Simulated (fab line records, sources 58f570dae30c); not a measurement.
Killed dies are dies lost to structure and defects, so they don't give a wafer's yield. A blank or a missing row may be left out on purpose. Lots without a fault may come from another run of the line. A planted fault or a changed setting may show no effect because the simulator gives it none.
Which tool did it? | flow berkeley_cmos170 | 14 lots, 42 wafers sampled, at 5 steps of a route of 331

WHAT THE GAUGES READ, wafer by wafer
UCB170_SCREENOX_THK_MEAS_02.
lot  | measured    | on            | SCREENOX_OXIDE_THK (nm)
L139 | day 5 06:30 | film_metro-04 | 14.19 14.25 14.45
L140 | day 5 06:34 | film_metro-02 | 14.13 14.10 14.22
L142 | day 5 22:50 | film_metro-03 | 14.39 14.32 14.36
L141 | day 5 22:50 | film_metro-02 | 14.07 14.16 14.03
L144 | day 6 13:54 | film_metro-04 | 14.46 14.46 14.35
L146 | day 7 01:31 | film_metro-04 | 14.29 14.58 14.38
L145 | day 7 01:32 | film_metro-03 | 14.52 14.42 14.41
L152 | day 8 01:46 | film_metro-03 | 14.38 14.43 14.33
L153 | day 8 05:02 | film_metro-02 | 14.11 14.18 14.21
L155 | day 8 05:02 | film_metro-03 | 14.51 14.51 14.58
L154 | day 8 01:46 | film_metro-04 | 14.05 14.07 13.96
L158 | day 9 05:25 | film_metro-03 | 14.64 14.64 14.66
L159 | day 9 16:22 | film_metro-02 | 14.41 14.40 14.55
L160 | day 9 16:23 | film_metro-04 | 14.37 14.65 14.52

UCB170_PVT_OVL_MEAS_06.
lot  | measured    | on         | PVT_OVL (nm)
L139 | day 5 15:19 | overlay-02 | 6 -1 -3
L140 | day 5 15:52 | overlay-02 | 0 -3 11
L142 | day 6 06:40 | overlay-01 | 3 9 6
L141 | day 6 06:39 | overlay-02 | 8 7 15
L144 | day 6 23:58 | overlay-01 | 0 8 5
L146 | day 7 09:44 | overlay-01 | -10 3 -1
L145 | day 7 10:28 | overlay-01 | 6 7 25
L152 | day 8 09:07 | overlay-02 | 12 9 16
L153 | day 8 12:34 | overlay-02 | 0 1 -1
L155 | day 8 12:14 | overlay-02 | 10 8 7
L154 | day 8 09:29 | overlay-01 | 4 2 1
L158 | day 9 14:16 | overlay-01 | 0 -4 0
L159 | day 9 22:52 | overlay-01 | 1 -4 1
L160 | day 9 23:22 | overlay-01 | 1 0 2

UCB170_NLDD_CD_MEAS_06: target cd 1200 nm.
lot  | measured     | on        | cd_nm (nm)
L139 | day 6 09:13  | cd_sem-02 | 1198.1 1199.3 1198.7
L140 | day 6 10:14  | cd_sem-02 | 1201.3 1201.3 1201.7
L142 | day 6 23:37  | cd_sem-02 | 1199.9 1200.1 1201.5
L141 | day 6 23:17  | cd_sem-02 | 1197.1 1196.9 1196.7
L144 | day 7 14:44  | cd_sem-01 | 1185.7 1186.1 1186.2
L146 | day 8 02:29  | cd_sem-01 | 1200.3 1199.7 1200.8
L145 | day 8 02:08  | cd_sem-01 | 1191.4 1191.8 1192.7
L152 | day 9 04:35  | cd_sem-02 | 1199.1 1199.5 1200.3
L153 | day 9 08:04  | cd_sem-01 | 1201.5 1201.5 1201.2
L155 | day 9 07:31  | cd_sem-01 | 1197.7 1199.3 1198.9
L154 | day 9 07:48  | cd_sem-01 | 1199.3 1200.2 1200.1
L158 | day 10 05:50 | cd_sem-02 | 1200.1 1200.0 1199.9
L159 | day 10 18:34 | cd_sem-01 | 1201.6 1202.3 1203.1
L160 | day 10 18:43 | cd_sem-01 | 1198.3 1198.4 1199.5

WHICH TOOL RAN EACH LOT (tool, then ch and the chambers of the sampled wafers, then the start)
lot  | UCB170_ACTIVE_ETCH_15             | UCB170_NLDD_DEVELOP_05
L139 | rie_diel-01 ch 1,2,3, day 4 10:44 | litho_track-02 ch 0, day 6 09:00
L140 | rie_diel-04 ch 0,1,2, day 4 10:58 | litho_track-02 ch 0, day 6 10:00
L142 | rie_diel-03 ch 0,3, day 4 23:53   | litho_track-02 ch 0, day 6 23:00
L141 | rie_diel-04 ch 0,2,3, day 5 00:07 | litho_track-03 ch 0, day 6 23:00
L144 | rie_diel-01 ch 1,3, day 5 15:49   | litho_track-02 ch 0, day 7 14:00
L146 | rie_diel-01 ch 0,1, day 5 21:48   | litho_track-03 ch 0, day 8 02:00
L145 | rie_diel-04 ch 0,1,2, day 5 22:04 | litho_track-02 ch 0, day 8 02:00
L152 | rie_diel-03 ch 1,2, day 7 02:46   | litho_track-04 ch 0, day 9 04:00
L153 | rie_diel-01 ch 0,2, day 7 06:47   | litho_track-03 ch 0, day 9 07:00
L155 | rie_diel-03 ch 0,2,3, day 7 07:01 | litho_track-03 ch 0, day 9 07:00
L154 | rie_diel-04 ch 0,3, day 7 07:26   | litho_track-03 ch 0, day 9 07:00
L158 | rie_diel-01 ch 0,2, day 8 06:20   | litho_track-04 ch 0, day 10 05:00
L159 | rie_diel-03 ch 2,3, day 8 12:27   | litho_track-03 ch 0, day 10 18:00
L160 | rie_diel-01 ch 0,2, day 8 12:29   | litho_track-04 ch 0, day 10 18:00
- UCB170_ACTIVE_ETCH_15: etches Si3N4 in CH3F/Ar/O2, stops on SiO2, target depth 242 nm, time 151 s.
- UCB170_NLDD_DEVELOP_05: develop time 45 s.

WHAT THE TOOLS THEMSELVES READ (means of the sampled wafers that have a number; where no wafer has one, the mark that the record gives instead)
UCB170_ACTIVE_ETCH_15.
lot  | tool        | drypump_motor_current_A (A) | oes_product_au (a.u.) | throttle_valve_pct (%)
L139 | rie_diel-01 | 5.8                         | 0.923                 | 8.14
L140 | rie_diel-04 | 5.6                         | 0.932                 | 7.90
L142 | rie_diel-03 | 5.7                         | 0.929                 | 8.08
L141 | rie_diel-04 | 5.7                         | 0.934                 | 8.01
L144 | rie_diel-01 | 6.0                         | 0.925                 | 8.12
L146 | rie_diel-01 | 5.2                         | 0.940                 | 8.01
L145 | rie_diel-04 | 5.6                         | 0.944                 | 7.90
L152 | rie_diel-03 | 5.4                         | 0.942                 | 7.93
L153 | rie_diel-01 | 5.0                         | 0.937                 | 8.03
L155 | rie_diel-03 | 5.4                         | 0.959                 | 8.05
L154 | rie_diel-04 | 5.5                         | 0.931                 | 8.13
L158 | rie_diel-01 | 5.0                         | 0.937                 | 8.02
L159 | rie_diel-03 | 5.3                         | 0.960                 | 8.05
L160 | rie_diel-01 | 5.1                         | 0.929                 | 8.12

UCB170_NLDD_DEVELOP_05.
lot  | tool           | chill_plate_temp_C (C)
L139 | litho_track-02 | 23.08
L140 | litho_track-02 | 23.09
L142 | litho_track-02 | 23.02
L141 | litho_track-03 | 23.03
L144 | litho_track-02 | 23.06
L146 | litho_track-03 | 22.91
L145 | litho_track-02 | 23.03
L152 | litho_track-04 | 22.91
L153 | litho_track-03 | 23.00
L155 | litho_track-03 | 22.95
L154 | litho_track-03 | 23.04
L158 | litho_track-04 | 22.94
L159 | litho_track-03 | 22.96
L160 | litho_track-04 | 22.90

THE ANSWER, worked out from the rows above alone
Rule: what is usual is taken from the lots themselves. Put in order of their means at a reading, lots are off if they are a third of the lots or fewer, leave a main group of 4 or more, and stand apart from it by a gap of 3 or more times the standard deviation of the main group's means; of several such gaps the widest counts. A main group whose means are all the same, to the digits that the tables above print for the reading, isn't used. A lot without any number at a reading at which 4 lots or more have one is off too. The other lots that the step has rows for count as sound. The gauges are gone through in route order, then the tools' own readings, and for those a lot's mean is taken as printed above. The first step at which some lot is off is used, and at that step the reading that is off furthest; a lot without a number counts as furthest.
Off: L144, L145, at UCB170_NLDD_CD_MEAS_06 (cd_nm). The main group: mean 1199.9 nm, standard deviation 1.4.
A tool fits if, at a process step before that reading, it ran every lot that is off, and no sound lot after the first of them. The gauges at UCB170_NLDD_CD_MEAS_06 are tried like those tools. One fits: litho_track-02 at UCB170_NLDD_DEVELOP_05. Its last sound lot is L142 (day 6 23:00), its first lot that is off L144 (day 7 14:00): a fault that began between those two fits.

WHAT THE SIMULATOR HAD PUT IN
Process parameter drift: litho_track-02, from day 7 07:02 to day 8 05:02, at UCB170_NLDD_DEVELOP_05. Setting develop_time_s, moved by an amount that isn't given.
Lots struck among those shown: L144, L145. The rule above found the same.
